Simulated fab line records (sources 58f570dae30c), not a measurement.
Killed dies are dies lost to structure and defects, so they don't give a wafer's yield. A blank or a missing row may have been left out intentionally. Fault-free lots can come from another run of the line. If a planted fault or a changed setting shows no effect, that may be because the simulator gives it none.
Which of the tools did it? || flow berkeleyCmos170 || Sampling: 14 lots, 42 wafers, 3 of 331 route steps

WHAT EACH GAUGE READ, for each wafer
UCB170_V2_BOW_MEAS_03. Usual: V2_BOW 37 um, standard deviation 7.3.
{"lot": "L402", "measured": "day 9 15:37", "on": "filmMetro-01", "V2_BOW (um)": "34 52 36", "flag": ""}
{"lot": "L400", "measured": "day 9 17:07", "on": "filmMetro-01", "V2_BOW (um)": "38 35 56", "flag": ""}
{"lot": "L405", "measured": "day 10 06:52", "on": "filmMetro-01", "V2_BOW (um)": "34 25 30", "flag": ""}
{"lot": "L403", "measured": "day 10 09:39", "on": "filmMetro-03", "V2_BOW (um)": "41 34 45", "flag": ""}
{"lot": "L407", "measured": "day 11 01:04", "on": "filmMetro-03", "V2_BOW (um)": "34 43 46", "flag": ""}
{"lot": "L406", "measured": "day 11 04:35", "on": "filmMetro-03", "V2_BOW (um)": "33 33 26", "flag": ""}
{"lot": "L411", "measured": "day 11 23:27", "on": "filmMetro-01", "V2_BOW (um)": "32 32 30", "flag": ""}
{"lot": "L412", "measured": "day 12 05:07", "on": "filmMetro-03", "V2_BOW (um)": "41 34 41", "flag": ""}
{"lot": "L415", "measured": "day 12 06:27", "on": "filmMetro-03", "V2_BOW (um)": "38 33 23", "flag": ""}
{"lot": "L416", "measured": "day 13 10:37", "on": "filmMetro-04", "V2_BOW (um)": "31 28 33", "flag": ""}
{"lot": "L420", "measured": "day 13 12:36", "on": "filmMetro-03", "V2_BOW (um)": "29 32 37", "flag": ""}
{"lot": "L418", "measured": "day 13 13:05", "on": "filmMetro-03", "V2_BOW (um)": "42 45 44", "flag": ""}
{"lot": "L419", "measured": "day 13 13:55", "on": "filmMetro-03", "V2_BOW (um)": "36 44 28", "flag": ""}
{"lot": "L421", "measured": "day 14 06:17", "on": "filmMetro-04", "V2_BOW (um)": "41 24 39", "flag": ""}

UCB170_V2_CD_MEAS_12: the cd target is 700 nm. Usual: cdNm at 700.0 nm, with a standard deviation of 1.3.
{"lot": "L402", "measured": "day 9 16:49", "on": "cdSem-01", "cdNm (nm)": "701.5 701.0 700.4", "flag": ""}
{"lot": "L400", "measured": "day 9 18:26", "on": "cdSem-02", "cdNm (nm)": "699.4 699.2 697.8", "flag": ""}
{"lot": "L405", "measured": "day 10 08:37", "on": "cdSem-02", "cdNm (nm)": "700.4 700.8 700.8", "flag": ""}
{"lot": "L403", "measured": "day 10 11:46", "on": "cdSem-01", "cdNm (nm)": "699.2 700.0 701.3", "flag": ""}
{"lot": "L407", "measured": "day 11 03:50", "on": "cdSem-01", "cdNm (nm)": "702.4 700.9 702.1", "flag": ""}
{"lot": "L406", "measured": "day 11 06:50", "on": "cdSem-02", "cdNm (nm)": "698.6 697.9 698.8", "flag": ""}
{"lot": "L411", "measured": "day 12 01:58", "on": "cdSem-01", "cdNm (nm)": "699.1 699.8 699.3", "flag": ""}
{"lot": "L412", "measured": "day 12 06:26", "on": "cdSem-02", "cdNm (nm)": "698.9 699.2 698.5", "flag": ""}
{"lot": "L415", "measured": "day 12 07:39", "on": "cdSem-02", "cdNm (nm)": "699.2 699.1 700.3", "flag": ""}
{"lot": "L416", "measured": "day 13 13:48", "on": "cdSem-01", "cdNm (nm)": "701.7 701.7 701.0", "flag": ""}
{"lot": "L420", "measured": "day 13 15:42", "on": "cdSem-01", "cdNm (nm)": "698.5 699.0 700.5", "flag": ""}
{"lot": "L418", "measured": "day 13 16:11", "on": "cdSem-02", "cdNm (nm)": "699.1 700.6 699.4", "flag": ""}
{"lot": "L419", "measured": "day 13 16:27", "on": "cdSem-02", "cdNm (nm)": "699.8 700.1 699.7", "flag": ""}
{"lot": "L421", "measured": "day 14 07:56", "on": "cdSem-01", "cdNm (nm)": "699.7 699.5 698.6", "flag": ""}

WHICH TOOL RAN EACH LOT (tool, then ch and the chambers of the sampled wafers, then the start)
{"lot": "L402", "UCB170_M2_SPUTTER_01": "pvdSputter-04, day 9 11:13"}
{"lot": "L400", "UCB170_M2_SPUTTER_01": "pvdSputter-03, day 9 13:34"}
{"lot": "L405", "UCB170_M2_SPUTTER_01": "pvdSputter-03, day 10 03:40"}
{"lot": "L403", "UCB170_M2_SPUTTER_01": "pvdSputter-02, day 10 06:08"}
{"lot": "L407", "UCB170_M2_SPUTTER_01": "pvdSputter-02, day 10 20:35"}
{"lot": "L406", "UCB170_M2_SPUTTER_01": "pvdSputter-03, day 10 21:50"}
{"lot": "L411", "UCB170_M2_SPUTTER_01": "pvdSputter-03, day 11 17:23"}
{"lot": "L412", "UCB170_M2_SPUTTER_01": "pvdSputter-02, day 11 23:32"}
{"lot": "L415", "UCB170_M2_SPUTTER_01": "pvdSputter-04, day 12 03:08"}
{"lot": "L416", "UCB170_M2_SPUTTER_01": "pvdSputter-03, day 13 05:14"}
{"lot": "L420", "UCB170_M2_SPUTTER_01": "pvdSputter-02, day 13 07:11"}
{"lot": "L418", "UCB170_M2_SPUTTER_01": "pvdSputter-02, day 13 07:35"}
{"lot": "L419", "UCB170_M2_SPUTTER_01": "pvdSputter-03, day 13 08:01"}
{"lot": "L421", "UCB170_M2_SPUTTER_01": "pvdSputter-02, day 14 02:46"}
- UCB170_M2_SPUTTER_01: material Al, target thk 900 nm, time 120 s.

AS READ BY THE TOOLS THEMSELVES (means over the sampled wafers that have a number; for cases with no such wafer, the mark the record gives instead)
UCB170_M2_SPUTTER_01. Usual: cathodeDcPowerW 6000.1 W, standard deviation 1.1; throttleValvePct 30.0 %, standard deviation 0.91.
{"lot": "L402", "tool": "pvdSputter-04", "cathodeDcPowerW (W)": 6000.8, "throttleValvePct (%)": 29.4, "flag": ""}
{"lot": "L400", "tool": "pvdSputter-03", "cathodeDcPowerW (W)": 5999.1, "throttleValvePct (%)": 29.8, "flag": ""}
{"lot": "L405", "tool": "pvdSputter-03", "cathodeDcPowerW (W)": 6000.8, "throttleValvePct (%)": 29.8, "flag": ""}
{"lot": "L403", "tool": "pvdSputter-02", "cathodeDcPowerW (W)": 5999.7, "throttleValvePct (%)": 30.7, "flag": ""}
{"lot": "L407", "tool": "pvdSputter-02", "cathodeDcPowerW (W)": 6000.9, "throttleValvePct (%)": 30.2, "flag": ""}
{"lot": "L406", "tool": "pvdSputter-03", "cathodeDcPowerW (W)": 5999.3, "throttleValvePct (%)": 29.8, "flag": ""}
{"lot": "L411", "tool": "pvdSputter-03", "cathodeDcPowerW (W)": 5999.4, "throttleValvePct (%)": 29.9, "flag": ""}
{"lot": "L412", "tool": "pvdSputter-02", "cathodeDcPowerW (W)": 6000.1, "throttleValvePct (%)": 30.2, "flag": ""}
{"lot": "L415", "tool": "pvdSputter-04", "cathodeDcPowerW (W)": 6000.8, "throttleValvePct (%)": 29.7, "flag": ""}
{"lot": "L416", "tool": "pvdSputter-03", "cathodeDcPowerW (W)": 5999.9, "throttleValvePct (%)": 29.1, "flag": ""}
{"lot": "L420", "tool": "pvdSputter-02", "cathodeDcPowerW (W)": 6001.3, "throttleValvePct (%)": 30.6, "flag": ""}
{"lot": "L418", "tool": "pvdSputter-02", "cathodeDcPowerW (W)": 5999.6, "throttleValvePct (%)": 30.2, "flag": ""}
{"lot": "L419", "tool": "pvdSputter-03", "cathodeDcPowerW (W)": 5999.9, "throttleValvePct (%)": 28.9, "flag": ""}
{"lot": "L421", "tool": "pvdSputter-02", "cathodeDcPowerW (W)": 5999.5, "throttleValvePct (%)": 30.6, "flag": ""}

THE ANSWER, worked out from the rows above alone
Rule: a lot counts as off when the mean over its wafers that have a number is more than 3 standard deviations away from the usual mean. A lot without any number at a reading at which 4 lots or more have one is off too. Where the step has rows for the other lots, those lots are counted as sound. Order of review: gauges by route order, followed by the tools' own readings, for which a lot's mean as printed above is used. The first step at which some lot is off is used, and at that step the reading that is off furthest; a lot without a number counts as furthest.
None of the lots is off at any reading shown; this tells nothing.

WHAT THE SIMULATOR PUT IN
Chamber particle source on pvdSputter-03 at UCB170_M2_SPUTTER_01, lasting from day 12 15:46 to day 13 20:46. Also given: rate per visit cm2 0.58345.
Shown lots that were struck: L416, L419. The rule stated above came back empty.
